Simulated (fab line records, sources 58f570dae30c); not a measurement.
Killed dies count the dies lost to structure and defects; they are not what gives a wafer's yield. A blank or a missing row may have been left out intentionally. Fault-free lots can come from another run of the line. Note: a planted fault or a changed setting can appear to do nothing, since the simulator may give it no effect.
Struck lot and sound lot, side by side || flow berkeley cmos170 || 15 steps out of a route of 331
Sound: these wafers, L454.1, L454.3, L454.4. Struck: wafers L463.3, L463.4, L463.6. At the end, the cause is stated.
Each step with rows lists, per side, the tool, then ch with its chambers, then its first start. Under that, the readings that differ: sound wafers || struck wafers || difference of the means || sigmas: that difference in standard deviations of wafers without a fault.
alike: readings with means less than 2 such deviations apart, plus words and numbers identical on both sides. not compared: withheld readings, readings lacking a value on some wafer, bounds such as >300 that could conceal the same value, and numbers that have no deviation in the record and whose values overlap.
A row with sigmas, a row that says differs or no value, or rows on one side alone: a step with any of these is where the two part. Non-overlapping numbers with no deviation appear without sigmas and do not part them. Lack of a reading on every wafer of one side parts them only where that side has two or more wafers.

UCB170_SACOX_THK_MEAS_02:
  sound on film metro-03 at day 8 04:36; struck on film metro-02 at day 10 00:02
  alike: SACOX_OXIDE_THK
then, 2 steps without rows for these wafers: UCB170_SCREENOX_WET_ETCH_00 (etches SiO2 in dHF, time 200 s); UCB170_SCREENOX_OXIDATION_01 (target thk 14.4 nm, ox time 2400 s).
UCB170_SCREENOX_THK_MEAS_02:
  sound on film metro-03 at day 8 11:34; struck on film metro-04 at day 10 07:01
  alike: SCREENOX_OXIDE_THK
then, 7 steps without rows for these wafers: UCB170_SCREENOX_ANNEAL_03 (time 900 s); UCB170_NVT_HMDS_00 (prime time 60 s); UCB170_NVT_COAT_01 (resist thk 909.7 nm); UCB170_NVT_SOFTBAKE_02 (time 60 s); UCB170_NVT_EXPOSE_03 (exposes mask PWELL, target cd 3000 nm); UCB170_NVT_PEB_04; UCB170_NVT_DEVELOP_05 (develop time 45 s).
UCB170_NVT_OVL_MEAS_06:
  sound on overlay-01 at day 8 18:41; struck on overlay-01 at day 10 14:58
  alike: NVT_OVL
UCB170_NVT_IMPLANT_07:
  sound on implanter-04 ch 0, day 8 18:44; struck on implanter-04 ch 0, day 10 15:03
{"reading": "dose ions cm2", "sound": "3.002e+12 3.004e+12 3e+12", "struck": "2.851e+12 2.846e+12 2.849e+12", "difference": -1.533e+11, "sigmas": -40}
  alike: faraday current uA
UCB170_NVT_STRIP_08: strips in O2.
  sound on plasma asher-03 ch 0,1, day 8 18:53; struck on plasma asher-04 ch 0,1, day 10 15:11
  alike: drypump motor current A, oes product au, strip time to endpoint s
  not compared: rf hours counter h
-- the record jumps here: 2 days lie between the struck wafers' starts before and after (it left off in module NVT and takes up again in module M3, whose first step shown is number 331 of the route) --
UCB170_M3_PROBE_99:
  sound on prober-01 at day 11 08:00; struck on prober-02 at day 12 21:40
{"reading": "model.etest.nmos_0p35.off log10 a um", "sound": "-10.9 -10.83 -10.92", "struck": "-10.62 -10.73 -10.76", "difference": "+0.18", "sigmas": ""}
{"reading": "model.etest.ring.quiet log10 a (angstrom)", "sound": "-8.723 -8.684 -8.802", "struck": "-8.454 -8.63 -8.62", "difference": "+0.168", "sigmas": ""}
{"reading": "model.etest.cap n gate.c min ff um2", "sound": "1.229 1.213 1.222", "struck": "1.211 1.201 1.208", "difference": -0.015, "sigmas": ""}
{"reading": "model.etest.nmos_0p35.vt sat v (V)", "sound": "0.3373 0.3409 0.3443", "struck": "0.318 0.32 0.329", "difference": -0.018, "sigmas": ""}
{"reading": "model.etest.nmos_0p6.vt sat v (V)", "sound": "0.4162 0.4213 0.4221", "struck": "0.3997 0.3994 0.41", "difference": -0.0168, "sigmas": ""}
{"reading": "model.etest.nmos_0p35.vt v (V)", "sound": "0.3974 0.4027 0.4053", "struck": "0.3831 0.3822 0.3921", "difference": -0.0160, "sigmas": ""}
{"reading": "model.etest.nmos_0p6.vt v (V)", "sound": "0.439 0.4437 0.4448", "struck": "0.4217 0.4219 0.435", "difference": -0.0163, "sigmas": ""}
{"reading": "model.etest.nmos_0p35.vt long v (V)", "sound": "0.5011 0.5051 0.509", "struck": "0.4833 0.4837 0.4963", "difference": -0.0173, "sigmas": ""}

## WHERE THEY PART
At UCB170_NVT_IMPLANT_07 and nowhere else, as far as this record goes. Later steps at which nothing parts them and some readings are alike: UCB170_NVT_STRIP_08.

WHY: the cause the simulator had injected
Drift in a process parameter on implanter-04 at UCB170_NVT_IMPLANT_07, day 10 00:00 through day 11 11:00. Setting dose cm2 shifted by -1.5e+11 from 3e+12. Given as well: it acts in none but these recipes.
